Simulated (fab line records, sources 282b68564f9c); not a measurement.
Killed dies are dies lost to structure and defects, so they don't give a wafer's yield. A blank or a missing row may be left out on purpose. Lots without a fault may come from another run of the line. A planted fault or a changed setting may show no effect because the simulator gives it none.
One fault seen from 2 desks | flow rit_cmos | each desk has only its own numbers; what lay behind them comes last

THE TOOL OWNER'S DESK: litho_track-03
The tool's own readings at RIT_PWELL_HARDBAKE_07 (time 120 s): means of the sampled wafers that have a number, for each lot that ran on this tool. A lot is out of limits, marked OUT, if its mean lies more than 4 standard deviations from the usual mean; the brackets give that distance.
Columns: A = heater_power_total_W at RIT_PWELL_HARDBAKE_07, usual 52.03 W; B = plate_temp_C at RIT_PWELL_HARDBAKE_07, usual 139.98 C
lot  | first seen here | A               | B
L776 | day 3 02:15     | 52.04           | 140.02
L778 | day 3 12:14     | 49.20 (-41) OUT | 134.13 (-39) OUT
L780 | day 3 21:08     | 49.20 (-41) OUT | 134.31 (-38) OUT
This desk's finding: out of limits on L778, L780; first on L778, day 3 12:14 (heater_power_total_W at RIT_PWELL_HARDBAKE_07). In limits: L776.

THE METROLOGY DESK
What the gauges read, lot by lot, whatever tool the lot ran on: means of the sampled wafers that have a number. A lot is out of limits, marked OUT, if its mean lies more than 4 standard deviations from the usual mean; the brackets give that distance.
Columns: A = NWELL_OVL at RIT_NWELL_OVL_MEAS_06, usual -0.3 nm; B = NWELL_TW at RIT_NWELL_TW_MEAS_10, usual 2151; C = PWELL_OVL at RIT_PWELL_OVL_MEAS_06, usual -1.4 nm
lot  | first seen here | A    | B    | C
L775 | day 2 17:27     | -1.0 | 2164 | -1.6
L776 | day 3 00:28     | 1.3  | 2143 | -1.3
L778 | day 3 10:30     | -0.4 | 2168 | -1.5
L780 | day 3 19:34     | 2.4  | 2121 | -1.9
L785 | day 4 21:51     | 1.1  | 2154 | -1.3
L792 | day 6 05:43     | -1.1 | 2151 | 0.8
This desk's finding: nothing out of limits on any of the 6 lots.

PUT TOGETHER
The tool owner's desk could have raised an alarm at day 3 12:14, on L778, L780.
The metrology desk saw nothing out of limits.
The metrology desk has L778, L780 on record, within its limits.
Of the lots named, all ran RIT_PWELL_HARDBAKE_07 on litho_track-03.

WHAT THE SIMULATOR HAD PUT IN
Process parameter drift: litho_track-03, from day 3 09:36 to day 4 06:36, at RIT_PWELL_HARDBAKE_07. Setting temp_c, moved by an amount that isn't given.
Lots struck among those shown: L778, L780.
Hours from the fault's start to each desk's first reading out of limits: the tool owner's desk, 3.
